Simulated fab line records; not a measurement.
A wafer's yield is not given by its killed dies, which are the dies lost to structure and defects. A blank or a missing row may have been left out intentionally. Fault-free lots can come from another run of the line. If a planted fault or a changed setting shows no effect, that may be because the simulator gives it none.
fab line records :: flow ritCmos
record
  lots=7
  wafers=21
  lastDay=8
route steps=202 shown NLDD@104 PLDD@114 M1@202
lots untouched by any fault: they come from a run of this same line in which no faults occurred
startH: hours from the record's opening day to when the first of the lot's shown wafers began :: waitH: time in hours since the lot's previous step :: " unchanged from the row above :: L1.1+2: one row covering several wafers at once :: - no value, or no start was given :: * or withheld: withheld :: < > ~ a bound
route shown NAME@n: a module of which the file shows steps, and the number in the route of the first :: usual: mean and standard deviation over wafers with no fault :: same: alike in all rows :: chamber/n: place in a boat :: sites: the reading at each site :: _std_site: standard deviation of those values :: _edge_site: outer sites' mean less inner sites' :: radiusMm: how far each site lies from the wafer's centre :: mask NAME#n: copy n :: behind: the most recent tool/chamber to have shaped the wafer :: hold: reason for holding the lot/hours on hold/outcome of the hold :: device: the n, p or np transistor that did not switch :: end of line: tests of these same wafers at the route's end :: step lacking rows: just its recipe :: killed: dies that structure and defects cost at the first sort, which is not the same as the wafer's yield :: map: a wafer's dies, x killed, . not, _ none there
set.NAME: the setting that was run; set.NAME@STEP: the one run at that earlier step :: model.NAME: the simulator's own value behind a step, which no gauge read
lots at selected steps of the route; one table per step, one row per wafer
services: a tool's chamber out of use, with start hour (startH, from the record's first day; less than 0 if before it), hours out, and reason
## steps
# step RIT_NLDD_COAT_01
# recipe
  resist=NOVOLAK
  spinRpm=3250
  resistThkNm=1000
# step RIT_NLDD_SOFTBAKE_02
# recipe
  resist=NOVOLAK
  tempC=90
  timeS=60
# step RIT_NLDD_EXPOSE_03
# recipe
  maskId=M7
  na=0.57
  targetCdNm=40700
  doseMj=250
# step RIT_NLDD_PEB_04
# recipe
  resist=NOVOLAK
  tempC=withheld
  timeS=withheld
# step RIT_NLDD_DEVELOP_05
# recipe
  resist=NOVOLAK
  developTimeS=50
  devTempC=23
# step RIT_NLDD_OVL_MEAS_06
# usual
  NLDD_OVL=-1.0/1.4
lot.wafer: L432.1
tool: overlay-01
chamber: -
startH: 49.36
waitH: -
NLDD_OVL[nm]: -2.1

lot.wafer: L432.3
tool: overlay-01
chamber: -
startH: 49.36
waitH: -
NLDD_OVL[nm]: -1.0

lot.wafer: L432.5
tool: overlay-01
chamber: -
startH: 49.36
waitH: -
NLDD_OVL[nm]: -2.4

lot.wafer: L433.2
tool: overlay-02
chamber: -
startH: 53.08
waitH: -
NLDD_OVL[nm]: 1.3

lot.wafer: L433.3
tool: overlay-02
chamber: -
startH: 53.08
waitH: -
NLDD_OVL[nm]: 0.8

lot.wafer: L433.4
tool: overlay-02
chamber: -
startH: 53.08
waitH: -
NLDD_OVL[nm]: -1.2

lot.wafer: L442.2
tool: overlay-02
chamber: -
startH: 106.77
waitH: -
NLDD_OVL[nm]: 0.4

lot.wafer: L442.3
tool: overlay-02
chamber: -
startH: 106.77
waitH: -
NLDD_OVL[nm]: 0.5

lot.wafer: L442.6
tool: overlay-02
chamber: -
startH: 106.77
waitH: -
NLDD_OVL[nm]: -0.8

lot.wafer: L443.2
tool: overlay-01
chamber: -
startH: 112.05
waitH: -
NLDD_OVL[nm]: -0.8

lot.wafer: L443.3
tool: overlay-01
chamber: -
startH: 112.05
waitH: -
NLDD_OVL[nm]: -2.5

lot.wafer: L443.5
tool: overlay-01
chamber: -
startH: 112.05
waitH: -
NLDD_OVL[nm]: -2.5

lot.wafer: L446.1
tool: overlay-02
chamber: -
startH: 127.51
waitH: -
NLDD_OVL[nm]: 0.2

lot.wafer: L446.2
tool: overlay-02
chamber: -
startH: 127.51
waitH: -
NLDD_OVL[nm]: -1.2

lot.wafer: L446.6
tool: overlay-02
chamber: -
startH: 127.51
waitH: -
NLDD_OVL[nm]: -2.1

lot.wafer: L447.1
tool: overlay-02
chamber: -
startH: 131.08
waitH: -
NLDD_OVL[nm]: -0.6

lot.wafer: L447.3
tool: overlay-02
chamber: -
startH: 131.08
waitH: -
NLDD_OVL[nm]: 0.2

lot.wafer: L447.5
tool: overlay-02
chamber: -
startH: 131.08
waitH: -
NLDD_OVL[nm]: 1.2

lot.wafer: L454.1
tool: overlay-02
chamber: -
startH: 163.38
waitH: -
NLDD_OVL[nm]: 0.8

lot.wafer: L454.2
tool: overlay-02
chamber: -
startH: 163.38
waitH: -
NLDD_OVL[nm]: 0.5

lot.wafer: L454.5
tool: overlay-02
chamber: -
startH: 163.38
waitH: -
NLDD_OVL[nm]: 0.0
# step RIT_NLDD_HARDBAKE_07
# recipe
  resist=NOVOLAK
  tempC=140
  timeS=60
# step RIT_NLDD_IMPLANT_08
# recipe
  species=P
  energyKev=20
  doseCm2=5e+14
  tiltDeg=7
# step RIT_NLDD_STRIP_09
# recipe
  chemistry=O2
  timeS=180
  resist=NOVOLAK
  platenTempC=withheld
  powerW=500
  pressureMtorr=4000
  o2FlowSccm=4000
# usual
  drypumpMotorCurrentA=5.9/0.44
lot.wafer: L432.1
tool: plasmaAsher-01
chamber: 1
startH: 49.70
waitH: 0.1
drypumpMotorCurrentA: 5.6
rfHoursCounterH: 23

lot.wafer: L432.3
tool: plasmaAsher-01
chamber: 0
startH: 49.70
waitH: 0.1
drypumpMotorCurrentA: 5.6
rfHoursCounterH: -

lot.wafer: L432.5
tool: plasmaAsher-01
chamber: 0
startH: 49.70
waitH: 0.1
drypumpMotorCurrentA: 5.6
rfHoursCounterH: -

lot.wafer: L433.2
tool: plasmaAsher-01
chamber: 0
startH: 53.49
waitH: 0.1
drypumpMotorCurrentA: 5.6
rfHoursCounterH: 23

lot.wafer: L433.3
tool: plasmaAsher-01
chamber: 0
startH: 53.49
waitH: 0.1
drypumpMotorCurrentA: 5.6
rfHoursCounterH: -

lot.wafer: L433.4
tool: plasmaAsher-01
chamber: 1
startH: 53.49
waitH: 0.1
drypumpMotorCurrentA: 5.7
rfHoursCounterH: -

lot.wafer: L442.2
tool: plasmaAsher-01
chamber: 1
startH: 107.10
waitH: 0.1
drypumpMotorCurrentA: 5.7
rfHoursCounterH: 29

lot.wafer: L442.3
tool: plasmaAsher-01
chamber: 0
startH: 107.10
waitH: 0.1
drypumpMotorCurrentA: 5.6
rfHoursCounterH: -

lot.wafer: L442.6
tool: plasmaAsher-01
chamber: 0
startH: 107.10
waitH: 0.1
drypumpMotorCurrentA: 5.6
rfHoursCounterH: -

lot.wafer: L443.2
tool: plasmaAsher-01
chamber: 0
startH: 112.38
waitH: 0.1
drypumpMotorCurrentA: 5.6
rfHoursCounterH: 29

lot.wafer: L443.3
tool: plasmaAsher-01
chamber: 0
startH: 112.38
waitH: 0.1
drypumpMotorCurrentA: 5.6
rfHoursCounterH: -

lot.wafer: L443.5
tool: plasmaAsher-01
chamber: 1
startH: 112.38
waitH: 0.1
drypumpMotorCurrentA: 5.6
rfHoursCounterH: -

lot.wafer: L446.1
tool: plasmaAsher-01
chamber: 1
startH: 127.84
waitH: 0.1
drypumpMotorCurrentA: 5.6
rfHoursCounterH: 31

lot.wafer: L446.2
tool: plasmaAsher-01
chamber: 0
startH: 127.84
waitH: 0.1
drypumpMotorCurrentA: 5.6
rfHoursCounterH: 31

lot.wafer: L446.6
tool: plasmaAsher-01
chamber: 1
startH: 127.84
waitH: 0.1
drypumpMotorCurrentA: 5.7
rfHoursCounterH: -

lot.wafer: L447.1
tool: plasmaAsher-02
chamber: 0
startH: 131.41
waitH: 0.1
drypumpMotorCurrentA: 6.1
rfHoursCounterH: 2

lot.wafer: L447.3
tool: plasmaAsher-02
chamber: 0
startH: 131.41
waitH: 0.1
drypumpMotorCurrentA: 6.1
rfHoursCounterH: -

lot.wafer: L447.5
tool: plasmaAsher-02
chamber: 1
startH: 131.41
waitH: 0.1
drypumpMotorCurrentA: 5.2
rfHoursCounterH: -

lot.wafer: L454.1
tool: plasmaAsher-01
chamber: 0
startH: 163.71
waitH: 0.1
drypumpMotorCurrentA: 5.6
rfHoursCounterH: 35

lot.wafer: L454.2
tool: plasmaAsher-01
chamber: 1
startH: 163.71
waitH: 0.1
drypumpMotorCurrentA: 5.7
rfHoursCounterH: 35

lot.wafer: L454.5
tool: plasmaAsher-01
chamber: 1
startH: 163.71
waitH: 0.1
drypumpMotorCurrentA: 5.7
rfHoursCounterH: -
# step RIT_NLDD_TW_MEAS_10
# usual
  NLDD_TW=2489/22
lot.wafer: L432.1
tool: filmMetro-03
chamber: -
startH: 49.87
waitH: 0.1
NLDD_TW: 2515

lot.wafer: L432.3
tool: filmMetro-03
chamber: -
startH: 49.87
waitH: 0.1
NLDD_TW: 2515

lot.wafer: L432.5
tool: filmMetro-03
chamber: -
startH: 49.87
waitH: 0.1
NLDD_TW: 2518

lot.wafer: L433.2
tool: filmMetro-01
chamber: -
startH: 53.68
waitH: 0.1
NLDD_TW: 2488

lot.wafer: L433.3
tool: filmMetro-01
chamber: -
startH: 53.68
waitH: 0.1
NLDD_TW: 2491

lot.wafer: L433.4
tool: filmMetro-01
chamber: -
startH: 53.68
waitH: 0.1
NLDD_TW: 2489

lot.wafer: L442.2
tool: filmMetro-01
chamber: -
startH: 107.29
waitH: 0.1
NLDD_TW: 2474

lot.wafer: L442.3
tool: filmMetro-01
chamber: -
startH: 107.29
waitH: 0.1
NLDD_TW: 2475

lot.wafer: L442.6
tool: filmMetro-01
chamber: -
startH: 107.29
waitH: 0.1
NLDD_TW: 2470

lot.wafer: L443.2
tool: filmMetro-01
chamber: -
startH: 112.57
waitH: 0.1
NLDD_TW: 2459

lot.wafer: L443.3
tool: filmMetro-01
chamber: -
startH: 112.57
waitH: 0.1
NLDD_TW: 2458

lot.wafer: L443.5
tool: filmMetro-01
chamber: -
startH: 112.57
waitH: 0.1
NLDD_TW: 2468

lot.wafer: L446.1
tool: filmMetro-03
chamber: -
startH: 128.02
waitH: 0.1
NLDD_TW: 2483

lot.wafer: L446.2
tool: filmMetro-03
chamber: -
startH: 128.02
waitH: 0.1
NLDD_TW: 2496

lot.wafer: L446.6
tool: filmMetro-03
chamber: -
startH: 128.02
waitH: 0.1
NLDD_TW: 2494

lot.wafer: L447.1
tool: filmMetro-03
chamber: -
startH: 131.59
waitH: 0.1
NLDD_TW: 2494

lot.wafer: L447.3
tool: filmMetro-03
chamber: -
startH: 131.59
waitH: 0.1
NLDD_TW: 2498

lot.wafer: L447.5
tool: filmMetro-03
chamber: -
startH: 131.59
waitH: 0.1
NLDD_TW: 2496

lot.wafer: L454.1
tool: filmMetro-01
chamber: -
startH: 163.89
waitH: 0.1
NLDD_TW: 2487

lot.wafer: L454.2
tool: filmMetro-01
chamber: -
startH: 163.89
waitH: 0.1
NLDD_TW: 2459

lot.wafer: L454.5
tool: filmMetro-01
chamber: -
startH: 163.89
waitH: 0.1
NLDD_TW: 2465
# step RIT_PLDD_HMDS_00
# recipe
  primeTimeS=60
  primeTempC=140
# step RIT_PLDD_COAT_01
# recipe
  resist=NOVOLAK
  spinRpm=3250
  resistThkNm=1000
# step RIT_PLDD_SOFTBAKE_02
# recipe
  resist=NOVOLAK
  tempC=90
  timeS=60
# usual
  heaterPowerTotalW=34.56/0.053
  plateTempC=90.00/0.11
lot.wafer: L432.1
tool: lithoTrack-01
chamber: 0
startH: 50.23
waitH: 0.1
heaterPowerTotalW: 34.59
plateTempC: 90.01

lot.wafer: L432.3
tool: lithoTrack-01
chamber: 0
startH: 50.23
waitH: 0.1
heaterPowerTotalW: 34.63
plateTempC: 89.93

lot.wafer: L432.5
tool: lithoTrack-01
chamber: 0
startH: 50.23
waitH: 0.1
heaterPowerTotalW: 34.54
plateTempC: 90.00

lot.wafer: L433.2
tool: lithoTrack-02
chamber: 0
startH: 54.05
waitH: 0.1
heaterPowerTotalW: 34.66
plateTempC: 89.96

lot.wafer: L433.3
tool: lithoTrack-02
chamber: 0
startH: 54.05
waitH: 0.1
heaterPowerTotalW: 34.53
plateTempC: 90.08

lot.wafer: L433.4
tool: lithoTrack-02
chamber: 0
startH: 54.05
waitH: 0.1
heaterPowerTotalW: 34.47
plateTempC: 90.13

lot.wafer: L442.2
tool: lithoTrack-03
chamber: 0
startH: 107.66
waitH: 0.1
heaterPowerTotalW: 34.66
plateTempC: 89.99

lot.wafer: L442.3
tool: lithoTrack-03
chamber: 0
startH: 107.66
waitH: 0.1
heaterPowerTotalW: 34.61
plateTempC: 89.99

lot.wafer: L442.6
tool: lithoTrack-03
chamber: 0
startH: 107.66
waitH: 0.1
heaterPowerTotalW: 34.64
plateTempC: 90.07

lot.wafer: L443.2
tool: lithoTrack-03
chamber: 0
startH: 112.94
waitH: 0.1
heaterPowerTotalW: 28.62
plateTempC: 78.90

lot.wafer: L443.3
tool: lithoTrack-03
chamber: 0
startH: 112.94
waitH: 0.1
heaterPowerTotalW: 28.62
plateTempC: 78.77

lot.wafer: L443.5
tool: lithoTrack-03
chamber: 0
startH: 112.94
waitH: 0.1
heaterPowerTotalW: 28.62
plateTempC: 78.76

lot.wafer: L446.1
tool: lithoTrack-03
chamber: 0
startH: 128.46
waitH: 0.1
heaterPowerTotalW: 28.56
plateTempC: 78.86

lot.wafer: L446.2
tool: lithoTrack-03
chamber: 0
startH: 128.46
waitH: 0.1
heaterPowerTotalW: 28.62
plateTempC: 79.03

lot.wafer: L446.6
tool: lithoTrack-03
chamber: 0
startH: 128.46
waitH: 0.1
heaterPowerTotalW: 28.62
plateTempC: 78.92

lot.wafer: L447.1
tool: lithoTrack-03
chamber: 0
startH: 131.95
waitH: 0.1
heaterPowerTotalW: 28.57
plateTempC: 78.98

lot.wafer: L447.3
tool: lithoTrack-03
chamber: 0
startH: 131.95
waitH: 0.1
heaterPowerTotalW: 28.59
plateTempC: 78.78

lot.wafer: L447.5
tool: lithoTrack-03
chamber: 0
startH: 131.95
waitH: 0.1
heaterPowerTotalW: 28.61
plateTempC: 78.73

lot.wafer: L454.1
tool: lithoTrack-02
chamber: 0
startH: 164.25
waitH: 0.1
heaterPowerTotalW: 34.58
plateTempC: 89.96

lot.wafer: L454.2
tool: lithoTrack-02
chamber: 0
startH: 164.25
waitH: 0.1
heaterPowerTotalW: 34.56
plateTempC: 89.81

lot.wafer: L454.5
tool: lithoTrack-02
chamber: 0
startH: 164.25
waitH: 0.1
heaterPowerTotalW: 34.53
plateTempC: 89.86
# step RIT_PLDD_EXPOSE_03
# recipe
  maskId=M8
  na=0.57
  targetCdNm=40900
  doseMj=250
# step RIT_PLDD_PEB_04
# recipe
  resist=NOVOLAK
  tempC=withheld
  timeS=withheld
# step RIT_PLDD_DEVELOP_05
# recipe
  resist=NOVOLAK
  developTimeS=50
  devTempC=23
lot.wafer: L432.1
tool: lithoTrack-03
chamber: 0
startH: -
waitH: -
model.NOVOLAK_of_PLDD_COAT_01.thkNm: 1009

lot.wafer: L432.3+5
tool: lithoTrack-03
chamber: 0
startH: -
waitH: -
model.NOVOLAK_of_PLDD_COAT_01.thkNm: 1007

lot.wafer: L433.2
tool: lithoTrack-01
chamber: 0
startH: -
waitH: -
model.NOVOLAK_of_PLDD_COAT_01.thkNm: 1005

lot.wafer: L433.3
tool: lithoTrack-01
chamber: 0
startH: -
waitH: -
model.NOVOLAK_of_PLDD_COAT_01.thkNm: 1003

lot.wafer: L433.4
tool: lithoTrack-01
chamber: 0
startH: -
waitH: -
model.NOVOLAK_of_PLDD_COAT_01.thkNm: 1001

lot.wafer: L442.2
tool: lithoTrack-02
chamber: 0
startH: -
waitH: -
model.NOVOLAK_of_PLDD_COAT_01.thkNm: 1001

lot.wafer: L442.3
tool: lithoTrack-02
chamber: 0
startH: -
waitH: -
model.NOVOLAK_of_PLDD_COAT_01.thkNm: 998.3

lot.wafer: L442.6
tool: lithoTrack-02
chamber: 0
startH: -
waitH: -
model.NOVOLAK_of_PLDD_COAT_01.thkNm: 995.9

lot.wafer: L443.2+5
tool: lithoTrack-02
chamber: 0
startH: -
waitH: -
model.NOVOLAK_of_PLDD_COAT_01.thkNm: 1031

lot.wafer: L443.3
tool: lithoTrack-02
chamber: 0
startH: -
waitH: -
model.NOVOLAK_of_PLDD_COAT_01.thkNm: 1034

lot.wafer: L446.1+2+6
tool: lithoTrack-03
chamber: 0
startH: -
waitH: -
model.NOVOLAK_of_PLDD_COAT_01.thkNm: 1029

lot.wafer: L447.1
tool: lithoTrack-02
chamber: 0
startH: -
waitH: -
model.NOVOLAK_of_PLDD_COAT_01.thkNm: 1029

lot.wafer: L447.3
tool: lithoTrack-02
chamber: 0
startH: -
waitH: -
model.NOVOLAK_of_PLDD_COAT_01.thkNm: 1034

lot.wafer: L447.5
tool: lithoTrack-02
chamber: 0
startH: -
waitH: -
model.NOVOLAK_of_PLDD_COAT_01.thkNm: 1031

lot.wafer: L454.1
tool: lithoTrack-02
chamber: 0
startH: -
waitH: -
model.NOVOLAK_of_PLDD_COAT_01.thkNm: 998.4

lot.wafer: L454.2
tool: lithoTrack-02
chamber: 0
startH: -
waitH: -
model.NOVOLAK_of_PLDD_COAT_01.thkNm: 999.3

lot.wafer: L454.5
tool: lithoTrack-02
chamber: 0
startH: -
waitH: -
model.NOVOLAK_of_PLDD_COAT_01.thkNm: 996.5
# step RIT_PLDD_OVL_MEAS_06
# usual
  PLDD_OVL=0.7/1.5
lot.wafer: L432.1
tool: overlay-02
chamber: -
startH: 50.91
waitH: -
PLDD_OVL[nm]: 1.1

lot.wafer: L432.3
tool: overlay-02
chamber: -
startH: 50.91
waitH: -
PLDD_OVL[nm]: 1.3

lot.wafer: L432.5
tool: overlay-02
chamber: -
startH: 50.91
waitH: -
PLDD_OVL[nm]: 0.9

lot.wafer: L433.2
tool: overlay-01
chamber: -
startH: 54.71
waitH: -
PLDD_OVL[nm]: 0.4

lot.wafer: L433.3
tool: overlay-01
chamber: -
startH: 54.71
waitH: -
PLDD_OVL[nm]: 1.3

lot.wafer: L433.4
tool: overlay-01
chamber: -
startH: 54.71
waitH: -
PLDD_OVL[nm]: 0.7

lot.wafer: L442.2
tool: overlay-01
chamber: -
startH: 108.19
waitH: -
PLDD_OVL[nm]: -1.1

lot.wafer: L442.3
tool: overlay-01
chamber: -
startH: 108.19
waitH: -
PLDD_OVL[nm]: -1.2

lot.wafer: L442.6
tool: overlay-01
chamber: -
startH: 108.19
waitH: -
PLDD_OVL[nm]: -0.3

lot.wafer: L443.2
tool: overlay-02
chamber: -
startH: 113.66
waitH: -
PLDD_OVL[nm]: 1.1

lot.wafer: L443.3
tool: overlay-02
chamber: -
startH: 113.66
waitH: -
PLDD_OVL[nm]: 0.7

lot.wafer: L443.5
tool: overlay-02
chamber: -
startH: 113.66
waitH: -
PLDD_OVL[nm]: 0.2

lot.wafer: L446.1
tool: overlay-02
chamber: -
startH: 129.14
waitH: -
PLDD_OVL[nm]: -2.6

lot.wafer: L446.2
tool: overlay-02
chamber: -
startH: 129.14
waitH: -
PLDD_OVL[nm]: -1.6

lot.wafer: L446.6
tool: overlay-02
chamber: -
startH: 129.14
waitH: -
PLDD_OVL[nm]: -1.3

lot.wafer: L447.1
tool: overlay-02
chamber: -
startH: 132.50
waitH: -
PLDD_OVL[nm]: 1.6

lot.wafer: L447.3
tool: overlay-02
chamber: -
startH: 132.50
waitH: -
PLDD_OVL[nm]: 2.2

lot.wafer: L447.5
tool: overlay-02
chamber: -
startH: 132.50
waitH: -
PLDD_OVL[nm]: 1.7

lot.wafer: L454.1
tool: overlay-02
chamber: -
startH: 164.92
waitH: -
PLDD_OVL[nm]: -2.6

lot.wafer: L454.2
tool: overlay-02
chamber: -
startH: 164.92
waitH: -
PLDD_OVL[nm]: -1.5

lot.wafer: L454.5
tool: overlay-02
chamber: -
startH: 164.92
waitH: -
PLDD_OVL[nm]: -1.2
# step RIT_M1_PROBE_99
# usual
  killedAtFrontEnd=7/3.1
  killedDies=7/3.1
  killedOnRim=1.8/1.4
  killedOpen=3.3/2
  killedShort=3.6/1.9
# same
  grossDies=264
  killed_at_M0_to_M3=0
  killed_at_M4_up=0
  killedAtBackSide=0
  killedAtContacts=0
  killedAtOther=0
lot.wafer: L442.2
tool: prober-01
chamber: -
startH: 122.77
waitH: 0.1
killedAtFrontEnd: 0
killedDies: 0
killedOnRim: 0
killedOpen: 0
killedShort: 0

lot.wafer: L442.3
tool: prober-01
chamber: -
startH: 122.82
waitH: 0.2
killedAtFrontEnd: 11
killedDies: 11
killedOnRim: 3
killedOpen: 8
killedShort: 3

lot.wafer: L442.6
tool: prober-01
chamber: -
startH: 122.97
waitH: 0.2
killedAtFrontEnd: 4
killedDies: 4
killedOnRim: 1
killedOpen: 4
killedShort: 0

lot.wafer: L443.2
tool: prober-02
chamber: -
startH: 127.69
waitH: 0.1
killedAtFrontEnd: 9
killedDies: 9
killedOnRim: 1
killedOpen: 6
killedShort: 3

lot.wafer: L443.3
tool: prober-02
chamber: -
startH: 127.74
waitH: 0.2
killedAtFrontEnd: 7
killedDies: 7
killedOnRim: 2
killedOpen: 3
killedShort: 4

lot.wafer: L443.5
tool: prober-02
chamber: -
startH: 127.84
waitH: 0.2
killedAtFrontEnd: 6
killedDies: 6
killedOnRim: 1
killedOpen: 4
killedShort: 2

lot.wafer: L446.1
tool: prober-01
chamber: -
startH: 144.25
waitH: 0.1
killedAtFrontEnd: 7
killedDies: 7
killedOnRim: 2
killedOpen: 2
killedShort: 5

lot.wafer: L446.2
tool: prober-01
chamber: -
startH: 144.30
waitH: 0.1
killedAtFrontEnd: 2
killedDies: 2
killedOnRim: 1
killedOpen: 1
killedShort: 1

lot.wafer: L446.6
tool: prober-01
chamber: -
startH: 144.50
waitH: 0.2
killedAtFrontEnd: 6
killedDies: 6
killedOnRim: 2
killedOpen: 1
killedShort: 5

lot.wafer: L447.1
tool: prober-02
chamber: -
startH: 146.73
waitH: 0.1
killedAtFrontEnd: 5
killedDies: 5
killedOnRim: 0
killedOpen: 3
killedShort: 2

lot.wafer: L447.3
tool: prober-02
chamber: -
startH: 146.83
waitH: 0.2
killedAtFrontEnd: 4
killedDies: 4
killedOnRim: 0
killedOpen: 2
killedShort: 2

lot.wafer: L447.5
tool: prober-02
chamber: -
startH: 146.93
waitH: 0.2
killedAtFrontEnd: 5
killedDies: 5
killedOnRim: 1
killedOpen: 4
killedShort: 1

lot.wafer: L454.1
tool: prober-02
chamber: -
startH: 180.41
waitH: 0.1
killedAtFrontEnd: 5
killedDies: 5
killedOnRim: 3
killedOpen: 2
killedShort: 3

lot.wafer: L454.2
tool: prober-02
chamber: -
startH: 180.46
waitH: 0.1
killedAtFrontEnd: 5
killedDies: 5
killedOnRim: 0
killedOpen: 1
killedShort: 4

lot.wafer: L454.5
tool: prober-02
chamber: -
startH: 180.61
waitH: 0.2
killedAtFrontEnd: 4
killedDies: 4
killedOnRim: 3
killedOpen: 2
killedShort: 2
# killed by level:class
L442.3 REOX:geometricParticle:open=3 GATE:geometricParticle:open=2 SILICIDE:geometricParticle:open=2 SILICIDE:geometricParticle:short=2 FOX1:geometricParticle:open=1 GATE:geometricParticle:short=1
L442.6 SILICIDE:geometricParticle:open=2 FOX1:geometricParticle:open=1 REOX:geometricParticle:open=1
L443.2 FOX1:geometricParticle:open=3 ACTIVE:geometricParticle:open=1 ACTIVE:geometricParticle:short=1 GATE:geometricParticle:open=1 GATE:geometricParticle:short=1 SILICIDE:geometricParticle:short=1 SILICIDE:geometricParticle:open=1
L443.3 GATE:geometricParticle:short=2 FOX2:geometricParticle:open=1 FOX2:geometricParticle:short=1 GATE:geometricParticle:open=1 REOX:geometricParticle:open=1 SILICIDE:geometricParticle:short=1
L443.5 GATE:geometricParticle:open=3 GATE:geometricParticle:short=1 REOX:geometricParticle:open=1 SILICIDE:geometricParticle:short=1
L446.1 GATE:geometricParticle:short=3 FOX2:geometricParticle:open=1 FOX2:geometricParticle:short=1 REOX:geometricParticle:open=1 SPACER:geometricParticle:short=1
L446.2 REOX:geometricParticle:short=1 SILICIDE:geometricParticle:open=1
L446.6 GATE:geometricParticle:short=2 ACTIVE:geometricParticle:short=1 FOX1:geometricParticle:short=1 GATE:geometricParticle:open=1 SPACER:geometricParticle:short=1
L447.1 GATE:geometricParticle:open=2 FOX2:geometricParticle:short=1 REOX:geometricParticle:short=1 SILICIDE:geometricParticle:open=1
L447.3 FOX1:geometricParticle:open=1 FOX2:geometricParticle:short=1 GATE:geometricParticle:open=1 SPACER:geometricParticle:short=1
L447.5 REOX:geometricParticle:open=2 GATE:geometricParticle:open=1 GATE:geometricParticle:short=1 SILICIDE:geometricParticle:open=1
L454.1 FOX1:geometricParticle:short=2 FOX1:geometricParticle:open=1 GATE:geometricParticle:open=1 SILICIDE:geometricParticle:short=1
L454.2 GATE:geometricParticle:short=2 GATE:geometricParticle:open=1 REOX:geometricParticle:short=1 SILICIDE:geometricParticle:short=1
L454.5 FOX1:geometricParticle:short=2 GATE:geometricParticle:open=2
## services
tool: plasmaAsher-01
chamber: -
startH: 50.84
hours: 2.4
kind: repair

tool: plasmaAsher-01
chamber: -
startH: 102.78
hours: 0.8
kind: repair

tool: plasmaAsher-02
chamber: -
startH: 108.75
hours: 9.0
kind: pm

tool: plasmaAsher-02
chamber: 0
startH: 108.75
hours: 9.0
kind: ventCycle

tool: plasmaAsher-02
chamber: 1
startH: 108.75
hours: 9.0
kind: ventCycle

tool: plasmaAsher-02
chamber: 0
startH: 117.75
hours: -
kind: clean

tool: plasmaAsher-02
chamber: 1
startH: 117.75
hours: -
kind: clean
## key
firstSign
  step=RIT_PLDD_SOFTBAKE_02
  reading=heaterPowerTotalW
  direction=down
  sigmas=99+
  usual=34.56
  struck=28.60
effect
  step=RIT_PLDD_SOFTBAKE_02
  reading=plateTempC
  direction=down
  sigmas=99+
  usual=*
  struck=*
modelEffect
  step=RIT_PLDD_DEVELOP_05
  value=NOVOLAK_of_PLDD_COAT_01.thkNm
  without=999.7
  struck=1031
metAt RIT_PLDD_SOFTBAKE_02
struckWafers L443.2,L443.3,L443.5,L446.1,L446.2,L446.6,L447.1,L447.3,L447.5
testerLeftOut L443,L446,L447
onsetBetween 107.66 112.94
fault
  kind=processParameterDrift
  tool=lithoTrack-03
  chamber=-
  onsetH=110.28
  steps=RIT_PLDD_SOFTBAKE_02
  channel=tempC
  offset=*
  shape=step
  endH=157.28
  actsIn=*
  stated=*
# testerLeftOut: of these lots the tester's yield and bins aren't shown, on N5 and GAA mostly nor the transistor test; their killed dies are dies lost to structure and defects alone, not to doping, threshold or leakage, so they don't give the yield
